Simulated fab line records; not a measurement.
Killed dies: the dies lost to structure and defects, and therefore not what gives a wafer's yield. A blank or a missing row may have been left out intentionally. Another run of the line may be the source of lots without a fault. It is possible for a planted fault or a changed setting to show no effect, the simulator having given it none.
fab line records | flow ritCmos
record lots=14 wafers=42 lastDay=7
route steps=202 shown NWELL@29 M1@202
lots that met no fault: taken from a fault-free run of the same line
startH: hours from the record's first day to the start of the lot's first wafer shown | waitH: time in hours since the lot's previous step | " unchanged from the row above | L1.1+2: one row covering several wafers at once | - no value present, or no start provided | * or withheld: withheld | < > ~ a bound
route shown NAME@n: NAME is a module with steps in the file, n the number in the route of the first one | usual: the fault-free wafers' mean and standard deviation | same: alike in all rows | chamber/n: place in a boat | sites: readings site by site | _std_site: standard deviation across them | _edge_site: inner sites' mean taken away from outer sites' mean | radiusMm: how far each site lies from the wafer's centre | mask NAME#n: copy n | behind: the tool/chamber that last shaped the wafer | hold: reason for holding the lot/hours on hold/outcome of the hold | device: whichever transistor did not switch (one of n, p or np) | end of line: the tests these same wafers got at the end of their route | a step given without rows: its recipe and nothing more | killed: not the wafer's yield, but the dies lost to structure and defects at the first sort | map: shows each die of a wafer: x if killed, . if not, _ if none is there
set.NAME: the setting the step ran with; set.NAME@STEP: the setting that earlier step ran with | model.NAME: the simulator's own value behind a step, which no gauge read
route steps across a sampled set of lots; one table per step, one row per wafer
## steps
# step RIT_NWELL_COAT_01
# recipe resist=NOVOLAK spinRpm=2000 resistThkNm=1300
# usual spinSpeedRpm=2000.0/1.2
# columns lot.wafer tool chamber startH waitH spinSpeedRpm
L858.1 lithoTrack-04 0 22.10 0.1 1998.5
L858.4 " 0 " " 1998.4
L858.6 " 0 " " 1999.2
L860.2 lithoTrack-02 0 30.14 0.1 2002.2
L860.3 " 0 " " 2002.1
L860.4 " 0 " " 2000.1
L862.1 lithoTrack-04 0 43.07 0.1 1999.1
L862.4 " 0 " " 1999.2
L862.5 " 0 " " 1999.1
L863.3 lithoTrack-03 0 46.74 0.1 1999.3
L863.5 " 0 " " 1999.4
L863.6 " 0 " " 1999.3
L864.1 lithoTrack-03 0 52.73 0.1 1998.6
L864.3 " 0 " " 1998.6
L864.4 " 0 " " 1997.4
L865.1 lithoTrack-04 0 56.20 0.1 2000.6
L865.2 " 0 " " 2000.8
L865.3 " 0 " " 2001.4
L866.2 lithoTrack-04 0 61.24 0.1 1999.2
L866.4 " 0 " " 2000.5
L866.6 " 0 " " 1998.8
L867.1 lithoTrack-04 0 66.03 0.1 2000.3
L867.4 " 0 " " 2002.4
L867.5 " 0 " " 1999.3
L872.1 lithoTrack-04 0 96.79 0.1 1921.5
L872.2 " 0 " " 1921.5
L872.4 " 0 " " 1920.8
L875.1 lithoTrack-04 0 108.21 0.1 1920.5
L875.2 " 0 " " 1920.4
L875.4 " 0 " " 1922.1
L878.1 lithoTrack-03 0 122.81 0.1 2000.6
L878.2 " 0 " " 1999.6
L878.3 " 0 " " 1998.4
L879.1 lithoTrack-02 0 126.26 0.1 1999.4
L879.3 " 0 " " 2000.2
L879.6 " 0 " " 1999.9
L880.1 lithoTrack-02 0 131.08 0.1 2001.3
L880.2 " 0 " " 1999.4
L880.6 " 0 " " 1997.1
L881.4 lithoTrack-02 0 137.61 0.1 1998.3
L881.5 " 0 " " 1997.7
L881.6 " 0 " " 1998.1
# step RIT_M1_PROBE_99
# usual killed_at_M0_to_M3=0.0/0.25 killedAtContacts=0.0/0.18 killedAtFrontEnd=7/3.4 killedDies=7/3.4 killedOpen=3.7/2.2 killedShort=3.6/2.2
# same grossDies=264 killed_at_M4_up=0 killedAtBackSide=0 killedAtOther=0
# columns lot.wafer tool chamber startH waitH killed_at_M0_to_M3 killedAtContacts killedAtFrontEnd killedDies killedOpen killedShort
L865.1 prober-01 - 95.77 0.1 0 0 15 15 11 4
L865.2 prober-01 - 95.82 0.1 0 0 5 5 4 1
L865.3 prober-01 - 95.87 0.2 0 0 8 8 4 4
# killed by level:class
L865.1 GATE:geometricParticle:open=4 GATE:geometricParticle:short=3 SPACER:geometricParticle:open=3 REOX:geometricParticle:open=2 FOX2:geometricParticle:open=1 REOX:geometricParticle:short=1 SILICIDE:geometricParticle:open=1
L865.2 REOX:geometricParticle:open=2 FOX1:geometricParticle:open=1 GATE:geometricParticle:open=1 GATE:geometricParticle:short=1
L865.3 FOX1:geometricParticle:short=1 FOX2:geometricParticle:short=1 FOX2:geometricParticle:open=1 GATE:geometricParticle:open=1 GATE:geometricParticle:short=1 SPACER:geometricParticle:open=1 SILICIDE:geometricParticle:open=1 SILICIDE:geometricParticle:short=1
## key
firstSign step=RIT_NWELL_COAT_01 reading=spinSpeedRpm direction=down sigmas=65 usual=2000.0 struck=1921.1
effect none on later readings
metAt RIT_NWELL_COAT_01
struckLots L872,L875
testerLeftOut L872,L875
onsetBetween 66.03 96.79
fault kind=processParameterDrift tool=lithoTrack-04 chamber=- onsetH=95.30 steps=RIT_NWELL_COAT_01 channel=spinRpm offset=-79.549 shape=step endH=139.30 actsIn=theseRecipesOnly stated=2000
# testerLeftOut: of these lots the tester's yield and bins aren't shown, on N5 and GAA mostly nor the transistor test; their killed dies are dies lost to structure and defects alone, not to doping, threshold or leakage, so they don't give the yield
